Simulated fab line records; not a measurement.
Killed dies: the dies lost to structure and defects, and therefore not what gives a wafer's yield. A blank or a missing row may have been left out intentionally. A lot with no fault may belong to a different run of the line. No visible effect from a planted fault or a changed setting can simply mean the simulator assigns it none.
The tool behind it: which one? || flow ritCmos || 14 lots with 42 wafers sampled at 3 steps, on a route of 202 steps

== WHAT THE GAUGES READ, wafer by wafer ==
RIT_SILICIDE_RS_MEAS_02: measures by four-point-probe.
{"lot": "L422", "measured": "day 3 18:56", "on": "filmMetro-03", "SILICIDE_TI_RS (ohm/sq)": "46.8 47.1 47.4"}
{"lot": "L423", "measured": "day 3 22:47", "on": "filmMetro-03", "SILICIDE_TI_RS (ohm/sq)": "48.7 48.8 48.4"}
{"lot": "L424", "measured": "day 4 01:32", "on": "filmMetro-01", "SILICIDE_TI_RS (ohm/sq)": "47.2 47.2 48.0"}
{"lot": "L426", "measured": "day 4 18:52", "on": "filmMetro-03", "SILICIDE_TI_RS (ohm/sq)": "48.8 49.0 49.0"}
{"lot": "L427", "measured": "day 5 02:47", "on": "filmMetro-02", "SILICIDE_TI_RS (ohm/sq)": "47.5 47.6 47.7"}
{"lot": "L428", "measured": "day 5 03:02", "on": "filmMetro-01", "SILICIDE_TI_RS (ohm/sq)": "47.3 46.5 46.4"}
{"lot": "L429", "measured": "day 5 07:40", "on": "filmMetro-01", "SILICIDE_TI_RS (ohm/sq)": "48.6 48.2 47.7"}
{"lot": "L430", "measured": "day 5 14:59", "on": "filmMetro-01", "SILICIDE_TI_RS (ohm/sq)": "49.6 48.9 49.9"}
{"lot": "L431", "measured": "day 6 02:23", "on": "filmMetro-02", "SILICIDE_TI_RS (ohm/sq)": "48.7 47.7 48.3"}
{"lot": "L433", "measured": "day 6 14:52", "on": "filmMetro-03", "SILICIDE_TI_RS (ohm/sq)": "47.6 48.3 47.5"}
{"lot": "L438", "measured": "day 7 15:12", "on": "filmMetro-02", "SILICIDE_TI_RS (ohm/sq)": "49.3 48.3 48.7"}
{"lot": "L439", "measured": "day 7 15:25", "on": "filmMetro-01", "SILICIDE_TI_RS (ohm/sq)": "54.4 54.2 54.6 54.9 54.8 55.1"}
{"lot": "L442", "measured": "day 8 02:52", "on": "filmMetro-03", "SILICIDE_TI_RS (ohm/sq)": "53.2 53.0 53.1 53.7 53.5 53.6"}
{"lot": "L444", "measured": "day 8 07:13", "on": "filmMetro-01", "SILICIDE_TI_RS (ohm/sq)": "48.5 47.9 48.3"}

RIT_SILICIDE_THK_MEAS_03: measures by xrf.
{"lot": "L422", "measured": "day 3 19:03", "on": "filmMetro-03", "SILICIDE_TI_THK (nm)": "30.2 30.1 30.0"}
{"lot": "L423", "measured": "day 3 22:54", "on": "filmMetro-03", "SILICIDE_TI_THK (nm)": "29.3 29.2 29.4"}
{"lot": "L424", "measured": "day 4 01:38", "on": "filmMetro-01", "SILICIDE_TI_THK (nm)": "29.8 29.7 29.5"}
{"lot": "L426", "measured": "day 4 18:58", "on": "filmMetro-03", "SILICIDE_TI_THK (nm)": "29.1 29.0 29.2"}
{"lot": "L427", "measured": "day 5 02:55", "on": "filmMetro-02", "SILICIDE_TI_THK (nm)": "29.9 29.9 29.8"}
{"lot": "L428", "measured": "day 5 03:10", "on": "filmMetro-01", "SILICIDE_TI_THK (nm)": "29.9 30.2 30.1"}
{"lot": "L429", "measured": "day 5 07:46", "on": "filmMetro-01", "SILICIDE_TI_THK (nm)": "29.2 29.2 29.6"}
{"lot": "L430", "measured": "day 5 15:05", "on": "filmMetro-01", "SILICIDE_TI_THK (nm)": "28.7 29.0 28.4"}
{"lot": "L431", "measured": "day 6 02:30", "on": "filmMetro-02", "SILICIDE_TI_THK (nm)": "29.5 29.9 29.7"}
{"lot": "L433", "measured": "day 6 14:59", "on": "filmMetro-03", "SILICIDE_TI_THK (nm)": "30.0 29.5 30.0"}
{"lot": "L438", "measured": "day 7 15:19", "on": "filmMetro-02", "SILICIDE_TI_THK (nm)": "29.1 29.5 29.2"}
{"lot": "L439", "measured": "day 7 16:37", "on": "filmMetro-01", "SILICIDE_TI_THK (nm)": "26.6 26.6 26.3 26.7 26.6 26.5"}
{"lot": "L442", "measured": "day 8 14:06", "on": "filmMetro-03", "SILICIDE_TI_THK (nm)": "27.2 27.3 27.3 27.3 27.4 27.4"}
{"lot": "L444", "measured": "day 8 07:19", "on": "filmMetro-01", "SILICIDE_TI_THK (nm)": "29.1 29.4 29.2"}

== EACH LOT AND THE TOOL THAT RAN IT (in order: tool; ch and the chambers of the sampled wafers; start) ==
{"lot": "L422", "RIT_SILICIDE_SPUTTER_01": "pvdSputter-02, day 3 18:47"}
{"lot": "L423", "RIT_SILICIDE_SPUTTER_01": "pvdSputter-03, day 3 22:38"}
{"lot": "L424", "RIT_SILICIDE_SPUTTER_01": "pvdSputter-04, day 4 01:20"}
{"lot": "L426", "RIT_SILICIDE_SPUTTER_01": "pvdSputter-03, day 4 18:39"}
{"lot": "L427", "RIT_SILICIDE_SPUTTER_01": "pvdSputter-02, day 5 02:38"}
{"lot": "L428", "RIT_SILICIDE_SPUTTER_01": "pvdSputter-04, day 5 02:53"}
{"lot": "L429", "RIT_SILICIDE_SPUTTER_01": "pvdSputter-02, day 5 07:29"}
{"lot": "L430", "RIT_SILICIDE_SPUTTER_01": "pvdSputter-03, day 5 14:47"}
{"lot": "L431", "RIT_SILICIDE_SPUTTER_01": "pvdSputter-02, day 6 02:14"}
{"lot": "L433", "RIT_SILICIDE_SPUTTER_01": "pvdSputter-02, day 6 14:43"}
{"lot": "L438", "RIT_SILICIDE_SPUTTER_01": "pvdSputter-02, day 7 15:02"}
{"lot": "L439", "RIT_SILICIDE_SPUTTER_01": "pvdSputter-03, day 7 15:16"}
{"lot": "L442", "RIT_SILICIDE_SPUTTER_01": "pvdSputter-03, day 8 02:41"}
{"lot": "L444", "RIT_SILICIDE_SPUTTER_01": "pvdSputter-02, day 8 07:01"}
- RIT_SILICIDE_SPUTTER_01: material Ti, target thk 30 nm, time 240 s.

== AS READ BY THE TOOLS THEMSELVES (means over the sampled wafers that have a number; for cases with no such wafer, the mark the record gives instead) ==
RIT_SILICIDE_SPUTTER_01.
{"lot": "L422", "tool": "pvdSputter-02", "cathodeDcPowerW (W)": 349.93, "throttleValvePct (%)": 30.1}
{"lot": "L423", "tool": "pvdSputter-03", "cathodeDcPowerW (W)": 350.01, "throttleValvePct (%)": 30.2}
{"lot": "L424", "tool": "pvdSputter-04", "cathodeDcPowerW (W)": 349.97, "throttleValvePct (%)": 30.3}
{"lot": "L426", "tool": "pvdSputter-03", "cathodeDcPowerW (W)": 349.95, "throttleValvePct (%)": 29.3}
{"lot": "L427", "tool": "pvdSputter-02", "cathodeDcPowerW (W)": 349.97, "throttleValvePct (%)": 30.5}
{"lot": "L428", "tool": "pvdSputter-04", "cathodeDcPowerW (W)": 350.03, "throttleValvePct (%)": 29.5}
{"lot": "L429", "tool": "pvdSputter-02", "cathodeDcPowerW (W)": 350.05, "throttleValvePct (%)": 30.0}
{"lot": "L430", "tool": "pvdSputter-03", "cathodeDcPowerW (W)": 350.04, "throttleValvePct (%)": 30.0}
{"lot": "L431", "tool": "pvdSputter-02", "cathodeDcPowerW (W)": 349.97, "throttleValvePct (%)": 29.8}
{"lot": "L433", "tool": "pvdSputter-02", "cathodeDcPowerW (W)": 350.04, "throttleValvePct (%)": 29.8}
{"lot": "L438", "tool": "pvdSputter-02", "cathodeDcPowerW (W)": 350.04, "throttleValvePct (%)": 29.8}
{"lot": "L439", "tool": "pvdSputter-03", "cathodeDcPowerW (W)": 318.19, "throttleValvePct (%)": 29.8}
{"lot": "L442", "tool": "pvdSputter-03", "cathodeDcPowerW (W)": 318.16, "throttleValvePct (%)": 29.7}
{"lot": "L444", "tool": "pvdSputter-02", "cathodeDcPowerW (W)": 350.00, "throttleValvePct (%)": 29.9}

== THE ANSWER, worked out from the rows above alone ==
Rule: the usual values come from the lots themselves. Put in order of their means at a reading, lots are off if they are a third of the lots or fewer, leave a main group of 4 or more, and stand apart from it by a gap of 3 or more times the standard deviation of the main group's means; of several such gaps the widest counts. A main group whose means are all the same, to the digits that the tables above print for the reading, isn't used. A lot without any number at a reading at which 4 lots or more have one is off too. The other lots that the step has rows for count as sound. The gauges are gone through in route order, then the tools' own readings, and for those a lot's mean is taken as printed above. The first step at which some lot is off is used, and at that step the reading that is off furthest; a lot without a number counts as furthest.
Off: L439, L442, seen at RIT_SILICIDE_RS_MEAS_02 (SILICIDE_TI_RS). The main group: mean 48.1 ohm/sq, standard deviation 0.76.
If a tool, at a process step before that reading, ran all the lots that are off and no sound lot after the first of them, it fits. Not tried: the gauges at RIT_SILICIDE_RS_MEAS_02; whatever is off there is also off at RIT_SILICIDE_SPUTTER_01, on other tools, and gauge error can't account for it. One fits: pvdSputter-03 at RIT_SILICIDE_SPUTTER_01. Its last sound lot is L430 (day 5 14:47), its first lot that is off L439 (day 7 15:16): a fault that began between those two fits.
On the lots that are off, the tool's own readings at RIT_SILICIDE_SPUTTER_01 differ by more than 5 times the standard deviation of the sound lots' means, which bears it out; cathodeDcPowerW reads 318.18 W there versus 350.00 W on the sound lots.

== WHAT WAS PUT IN BY THE SIMULATOR ==
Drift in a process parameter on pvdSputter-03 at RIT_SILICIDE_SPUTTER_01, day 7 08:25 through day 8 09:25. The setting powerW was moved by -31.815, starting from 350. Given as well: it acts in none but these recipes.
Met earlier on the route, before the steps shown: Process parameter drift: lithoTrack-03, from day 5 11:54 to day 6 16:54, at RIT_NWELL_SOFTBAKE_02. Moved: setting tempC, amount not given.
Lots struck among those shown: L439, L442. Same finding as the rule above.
